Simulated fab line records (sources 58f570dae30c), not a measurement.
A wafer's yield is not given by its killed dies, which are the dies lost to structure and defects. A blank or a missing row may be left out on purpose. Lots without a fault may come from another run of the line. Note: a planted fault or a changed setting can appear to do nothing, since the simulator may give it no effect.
Code-filled problem report in 8D (eight disciplines) form :: flow berkeley_cmos170 :: the parts of the form that need people (team, actions taken, sign-off) are left out

== 1. WHAT IS WRONG ==
spin_speed_rpm at UCB170_M3_COAT_10 reads a mean of 1467.8 rpm on 9 wafers of 3 lots; wafers without a fault read 1499.8 rpm with a standard deviation of 0.95. That puts it -34 standard deviations away from the usual mean.
The step: resist thk 900 nm.
Seen first at day 10 11:00 on litho_track-01, wafer L755.4. Wafers with a number at this step in the record: 21, from 7 lots. Rule for "out", or "out of limits": more than 4 standard deviations from the usual mean. All remaining wafers that have a number are taken as sound.

== 2. WHAT IT IS, AND WHAT IT ISN'T ==
question: which readings at this step
is: spin_speed_rpm
is not: -

question: which lots
is: L755, L756, L759
is not: L747, L749, L764, L768

question: which wafers of those lots
is: all that have a number
is not: -

question: read on which tools
is: litho_track-01
is not: litho_track-03, litho_track-04

question: when
is: from day 10 11:00
is not: up to then (6 sound wafers); but 6 sound wafers of L764, L768 came after

== 3. THE SUSPECTS, EACH WITH WHAT RULES IT OUT ==
Counting: any tool at a process step up to the reading is kept as a suspect provided that every lot that is out went through it and no sound lot did after the first of them.
- litho_track-01 at UCB170_M3_COAT_10 (resist thk 900 nm): kept. Every lot that is out went through it, starting with L755 (day 10 11:00), and after that it ran no sound lot; the last sound lot it ran before then is L747 (day 9 15:00). Out on those wafers are its own readings of spin_speed_rpm.
The count leaves litho_track-01 at UCB170_M3_COAT_10.

== 4. THE CAUSE (what the simulator had put in) ==
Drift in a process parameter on litho_track-01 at UCB170_M3_COAT_10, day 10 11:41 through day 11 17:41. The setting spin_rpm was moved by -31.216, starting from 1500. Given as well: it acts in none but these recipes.
This tool alone remained once counting was done.

== 5. THE CHAIN OF EFFECTS, in route order ==
Rows list readings where the struck wafers' mean (over those with a number) sits beyond 3 standard deviations from the usual. Readings are gone through only where the record gives a usual standard deviation; hours: the median, over the lots, of the time from a lot's start at the first step in this table giving one to that lot's start at this step; sigmas: the change measured in usual standard deviations.
hours: 0
step: UCB170_M3_COAT_10
reading: spin_speed_rpm
usual: 1499.8 rpm
on struck wafers: 1467.8
change: -32.0
sigmas: -34
Process steps it contains:
- UCB170_M3_COAT_10: resist thk 900 nm.
Later steps that measure or inspect, where all struck wafers having a row at the step show a number for every such reading and not one has moved that far: UCB170_M3_CD_MEAS_15.

== 6. WHAT WOULD HAVE CAUGHT IT SOONER ==
In this record the first reading out of limits was taken at day 10 11:00.
